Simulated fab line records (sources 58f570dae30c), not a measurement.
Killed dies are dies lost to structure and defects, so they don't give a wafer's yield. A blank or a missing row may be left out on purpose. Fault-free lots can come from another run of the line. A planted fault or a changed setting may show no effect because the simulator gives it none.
A lot that was struck, set against a sound lot :: flow berkeleyCmos170 :: 20 steps out of a route of 331
Sound: these wafers, L698.1, L698.2, L698.3. Struck: wafers L710.1, L710.5, L710.6. The cause comes at the end.
For every step that has rows: the tool of each side, followed by ch and its chambers, followed by its first start. Under that, the readings that differ: sound wafers :: struck wafers :: difference of the means :: sigmas: that difference in standard deviations of wafers without a fault.
alike: words and numbers the same on both sides, and readings whose means are apart by under 2 such deviations; not compared: readings that were withheld, readings missing a value for some wafer, numbers with overlapping values and no deviation given by the record, and bounds like >300 which may hide the same value.
The two part at a step that has a row with sigmas, a row that says differs or no value, or rows on one side only. When numbers do not overlap yet have no deviation, they are printed without sigmas and do not part them. Lack of a reading on every wafer of one side parts them only where that side has two or more wafers.

UCB170_M3_SPUTTER_01: material Al, target thk 900 nm, time 120 s.
  struck on pvdSputter-04, day 11 15:34; sound on pvdSputter-04, day 9 08:30
  alike: throttleValvePct
UCB170_M3_RS_MEAS_02: uses a four-point probe to measure.
  struck on filmMetro-02, day 11 15:40; sound on filmMetro-04, day 9 08:35
  alike: M3_AL_RS
UCB170_M3_THK_MEAS_03: measures by xrf.
  struck on filmMetro-02, day 11 15:47; sound on filmMetro-04, day 9 08:42
  alike: M3_AL_THK
then, 3 steps without rows for these wafers: UCB170_M3_HMDS_04 (prime time 60 s); UCB170_M3_COAT_05 (resist thk 900 nm); UCB170_M3_SOFTBAKE_06 (time 60 s).
UCB170_M3_STRIP_07: strips in O2.
  sound on plasmaAsher-04 ch 0,1, day 9 09:30; struck on plasmaAsher-02 ch 0,1, day 11 17:43
  alike: drypumpMotorCurrentA, oesProductAu, stripTimeToEndpointS
  not compared: rfHoursCounterH
then, 5 steps without rows for these wafers: UCB170_M3_STRIP_08 (strips KrF in DMSO, time 600 s); UCB170_M3_COAT_09; UCB170_M3_COAT_10 (resist thk 900 nm); UCB170_M3_SOFTBAKE_11 (time 60 s); UCB170_M3_EXPOSE_12 (exposes mask METAL3, target cd 700 nm).
UCB170_M3_PEB_13:
  sound on lithoTrack-01 ch 0, day 9 11:40; struck on lithoTrack-02 ch 0, day 11 19:05
reading: heaterPowerTotalW (W)
sound: 56.79 56.84 56.70
struck: 57.80 57.78 57.84
difference: +1.03
sigmas: +25
then, 1 step without rows for these wafers: UCB170_M3_DEVELOP_14 (develop time 45 s).
UCB170_M3_CD_MEAS_15: the cd target is 700 nm.
  struck on cdSem-02, day 11 19:22; sound on cdSem-01, day 9 11:56
reading: cdNm (nm)
sound: 698.3 698.1 697.6
struck: 704.8 704.2 703.8
difference: +6.3
sigmas: +5
UCB170_M3_OVL_MEAS_16:
  struck on overlay-01, day 11 19:29; sound on overlay-01, day 9 12:04
  alike: M3_OVL
UCB170_M3_ETCH_17: etches BARC in N2/H2.
  sound on rieDiel-02 ch 0,1,3, day 9 12:06; struck on rieDiel-02 ch 1,2,3, day 11 19:31
reading: model.M3.cdNm (nm)
sound: 698 697.8 697.4
struck: 704.1 704 703.3
difference: +6.1
sigmas: 
  alike: drypumpMotorCurrentA, n2FlowSccm, oesProductAu, throttleValvePct
UCB170_M3_METAL_ETCH_18: etches Al in Cl2/BCl3, stops on SiO2, target depth 1170 nm, time 195 s.
  sound on rieMetal-04 ch 0,1, day 9 12:08; struck on rieMetal-02 ch 0,1, day 11 19:34
reading: model.M3.cdNm (nm)
sound: 697.9 698.5 699.2
struck: 705.3 706.4 706.3
difference: +7.5
sigmas: 
  alike: drypumpMotorCurrentA, oesProductAu, throttleValvePct
  not compared: rfHoursCounterH
UCB170_M3_STRIP_19: strips in O2.
  sound on plasmaAsher-02 ch 0,1, day 9 12:20; struck on plasmaAsher-02 ch 0,1, day 11 19:45
  alike: drypumpMotorCurrentA, oesProductAu
  not compared: rfHoursCounterH
after that, 1 step had no rows for these wafers: UCB170_M3_PROBE_99.

WHERE THEY PART
At UCB170_M3_PEB_13 first; at UCB170_M3_CD_MEAS_15 last (within this record only). Later steps at which nothing parts them and some readings are alike: UCB170_M3_OVL_MEAS_16, UCB170_M3_ETCH_17, UCB170_M3_METAL_ETCH_18, UCB170_M3_STRIP_19.

WHY: what had been put in by the simulator
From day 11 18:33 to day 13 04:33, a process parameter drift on lithoTrack-02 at UCB170_M3_PEB_13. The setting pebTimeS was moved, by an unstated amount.
